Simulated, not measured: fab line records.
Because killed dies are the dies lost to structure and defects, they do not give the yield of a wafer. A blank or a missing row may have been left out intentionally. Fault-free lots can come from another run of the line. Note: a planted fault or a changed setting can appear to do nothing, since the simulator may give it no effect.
Which of the tools did it? | flow berkeley_cmos170 | 42 wafers from 14 lots sampled at 6 of the route's 331 steps

## WHAT THE GAUGES SHOWED, per wafer
UCB170_NVT_OVL_MEAS_06.
lot  | measured     | on         | NVT_OVL (nm)
L744 | day 5 13:31  | overlay-01 | 10 4 2
L743 | day 5 14:30  | overlay-02 | 13 7 5
L747 | day 5 22:01  | overlay-01 | 7 4 13
L748 | day 7 01:24  | overlay-01 | -10 -7 -6
L751 | day 7 01:26  | overlay-02 | 2 3 -8
L750 | day 7 01:33  | overlay-01 | 2 -5 7
L752 | day 7 05:21  | overlay-01 | -1 -3 -5
L753 | day 7 09:59  | overlay-02 | 3 -3 -4
L755 | day 7 15:38  | overlay-02 | -1 -5 7
L754 | day 7 15:54  | overlay-01 | 6 3 4
L761 | day 9 13:55  | overlay-01 | -3 1 1
L763 | day 9 13:59  | overlay-02 | 0 3 3
L764 | day 9 17:32  | overlay-01 | 4 3 3
L765 | day 10 03:52 | overlay-02 | 5 2 1

UCB170_PVT_TW_MEAS_09.
lot  | measured     | on            | PVT_TW
L744 | day 5 17:08  | film_metro-02 | 514 512 514
L743 | day 5 17:58  | film_metro-01 | 504 503 503
L747 | day 6 01:14  | film_metro-02 | 510 515 511
L748 | day 7 07:04  | film_metro-02 | 511 511 511
L751 | day 7 07:30  | film_metro-01 | 499 500 500
L750 | day 7 07:22  | film_metro-02 | 512 512 510
L752 | day 7 08:45  | film_metro-01 | 501 502 501
L753 | day 7 12:02  | film_metro-02 | 511 511 512
L755 | day 7 18:37  | film_metro-04 | 510 513 510
L754 | day 7 18:35  | film_metro-02 | 509 513 512
L761 | day 9 17:23  | film_metro-02 | 512 510 511
L763 | day 9 17:32  | film_metro-01 | 501 502 503
L764 | day 9 19:20  | film_metro-01 | 499 502 502
L765 | day 10 05:31 | film_metro-04 | 511 511 512

UCB170_GATE_CD_MEAS_12: target cd 350 nm.
lot  | measured     | on        | cd_nm (nm)
L744 | day 6 05:19  | cd_sem-02 | 350.7 352.8 352.3
L743 | day 6 04:34  | cd_sem-02 | 349.4 350.1 348.9
L747 | day 6 12:32  | cd_sem-01 | 350.4 351.4 350.6
L748 | day 7 15:54  | cd_sem-02 | 350.1 349.8 349.7
L751 | day 7 16:27  | cd_sem-01 | 350.6 350.3 350.6
L750 | day 7 16:13  | cd_sem-01 | 348.7 349.3 348.9
L752 | day 7 21:54  | cd_sem-02 | 351.2 350.8 349.8
L753 | day 7 22:45  | cd_sem-02 | 351.9 350.7 352.5
L755 | day 8 08:07  | cd_sem-02 | 350.8 350.3 351.0
L754 | day 8 07:37  | cd_sem-02 | 351.8 351.5 350.1
L761 | day 10 07:09 | cd_sem-01 | 351.0 352.3 350.3
L763 | day 10 07:29 | cd_sem-01 | 350.6 350.8 350.8
L764 | day 10 07:15 | cd_sem-01 | 351.8 352.1 350.9
L765 | day 10 18:11 | cd_sem-02 | 349.4 350.9 351.0

UCB170_PLDD_TW_MEAS_11.
lot  | measured     | on            | PLDD_TW
L744 | day 6 07:42  | film_metro-02 | 1018 1020 1018
L743 | day 6 06:41  | film_metro-03 | 1014 1005 1012
L747 | day 6 14:47  | film_metro-03 | 1010 1011 1009
L748 | day 7 18:50  | film_metro-03 | 1010 1002 1004
L751 | day 7 19:11  | film_metro-03 | 1003 1005 1006
L750 | day 7 19:06  | film_metro-02 | 1016 1017 1019
L752 | day 8 00:11  | film_metro-04 | 1017 1014 1022
L753 | day 8 00:56  | film_metro-03 | 1010 1008 1009
L755 | day 8 11:38  | film_metro-02 | 1012 1012 1013
L754 | day 8 11:19  | film_metro-02 | 1009 1017 1015
L761 | day 10 09:19 | film_metro-03 | 1108 1111 1109
L763 | day 10 09:46 | film_metro-03 | 1108 1113 1116
L764 | day 10 09:32 | film_metro-04 | 1017 1014 1018
L765 | day 10 21:41 | film_metro-04 | 1021 1018 1019

UCB170_SDANNEAL_RS_MEAS_04: measures by four-point-probe.
lot  | measured     | on            | PLDD_RS (ohm/sq)
L744 | day 6 21:16  | film_metro-04 | 1032 1031 1029
L743 | day 6 21:29  | film_metro-02 | 1030 1031 1028
L747 | day 7 09:45  | film_metro-04 | 1031 1031 1029
L748 | day 8 12:05  | film_metro-02 | 1031 1034 1032
L751 | day 8 12:38  | film_metro-04 | 1034 1035 1035
L750 | day 8 12:44  | film_metro-02 | 1036 1036 1038
L752 | day 8 12:50  | film_metro-03 | 1033 1035 1031
L753 | day 8 13:07  | film_metro-04 | 1030 1030 1031
L755 | day 8 23:15  | film_metro-02 | 1033 1033 1032
L754 | day 8 23:00  | film_metro-03 | 1028 1030 1030
L761 | day 10 20:50 | film_metro-03 | 808 807 807
L763 | day 10 21:18 | film_metro-04 | 809 809 809
L764 | day 10 20:49 | film_metro-04 | 1031 1035 1036
L765 | day 11 08:29 | film_metro-02 | 1036 1035 1031

## WHICH TOOL RAN EACH LOT (tool, then ch and the chambers of the sampled wafers, then the start)
lot  | UCB170_PLDD_IMPLANT_09
L744 | implanter-02 ch 0, day 6 07:28
L743 | implanter-03 ch 0, day 6 06:26
L747 | implanter-04 ch 0, day 6 14:34
L748 | implanter-03 ch 0, day 7 18:35
L751 | implanter-03 ch 0, day 7 18:56
L750 | implanter-02 ch 0, day 7 18:53
L752 | implanter-02 ch 0, day 7 23:58
L753 | implanter-03 ch 0, day 8 00:41
L755 | implanter-03 ch 0, day 8 11:26
L754 | implanter-03 ch 0, day 8 11:05
L761 | implanter-03 ch 0, day 10 09:04
L763 | implanter-03 ch 0, day 10 09:31
L764 | implanter-02 ch 0, day 10 09:17
L765 | implanter-02 ch 0, day 10 21:26
- UCB170_PLDD_IMPLANT_09

## AS READ BY THE TOOLS THEMSELVES (means over the sampled wafers that have a number; for cases with no such wafer, the mark the record gives instead)
UCB170_PLDD_IMPLANT_09.
lot  | tool         | beam_on_s (s) | dose_ions_cm2 | faraday_current_uA
L744 | implanter-02 | 10.02         | 5.004e+13     | 158
L743 | implanter-03 | 10.15         | 5.000e+13     | 157
L747 | implanter-04 | 10.08         | 5.000e+13     | 157
L748 | implanter-03 | 10.19         | 4.996e+13     | 156
L751 | implanter-03 | 9.92          | 5.000e+13     | 160
L750 | implanter-02 | 9.96          | 4.996e+13     | 160
L752 | implanter-02 | 10.00         | 5.001e+13     | 158
L753 | implanter-03 | 10.20         | 4.995e+13     | 155
L755 | implanter-03 | 10.02         | 4.997e+13     | 158
L754 | implanter-03 | 10.08         | 4.997e+13     | 157
L761 | implanter-03 | 14.05         | 8.706e+13     | 197
L763 | implanter-03 | 13.96         | 8.707e+13     | 198
L764 | implanter-02 | 9.99          | 5.003e+13     | 158
L765 | implanter-02 | 9.90          | 5.004e+13     | 160

## THE ANSWER, worked out from the rows above alone
Rule: the usual values come from the lots themselves. Put in order of their means at a reading, lots are off if they are a third of the lots or fewer, leave a main group of 4 or more, and stand apart from it by a gap of 3 or more times the standard deviation of the main group's means; of several such gaps the widest counts. A main group is skipped when, at the precision printed for the reading in the tables above, its means are all equal. A lot without any number at a reading at which 4 lots or more have one is off too. All remaining lots with rows at the step are treated as sound. First the gauges in route order, then the tools' own readings, where a lot's mean is used as printed above. At the first step where some lot is off, the reading lying furthest off is the one used; lots without a number count as furthest.
Off: L761, L763, at UCB170_PLDD_TW_MEAS_11 (PLDD_TW). Main group: mean 1013, sd 4.9.
If a tool, at a process step before that reading, ran all the lots that are off and no sound lot after the first of them, it fits. Not tried: the gauges at UCB170_PLDD_TW_MEAS_11; whatever is off there is also off at UCB170_PLDD_IMPLANT_09, on other tools, and gauge error can't account for it. One candidate fits, namely implanter-03 at UCB170_PLDD_IMPLANT_09. A fault onset in the window from L755 (day 8 11:26, its last sound lot) to L761 (day 10 09:04, its first lot off) fits.
The tool's own readings at UCB170_PLDD_IMPLANT_09 bear it out: on the lots that are off they differ by more than 5 times the standard deviation of the sound lots' means. beam_on_s reads 14.01 s there against 10.04 s on the sound lots; dose_ions_cm2 reads 8.706e+13 there against 4.999e+13 on the sound lots; faraday_current_uA reads 198 there against 158 on the sound lots.

## WHAT THE SIMULATOR HAD PUT IN
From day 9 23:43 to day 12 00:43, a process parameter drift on implanter-03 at UCB170_PLDD_IMPLANT_09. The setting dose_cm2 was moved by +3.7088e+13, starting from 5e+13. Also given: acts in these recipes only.
Shown lots that were struck: L761, L763. The rule given above showed the same thing.
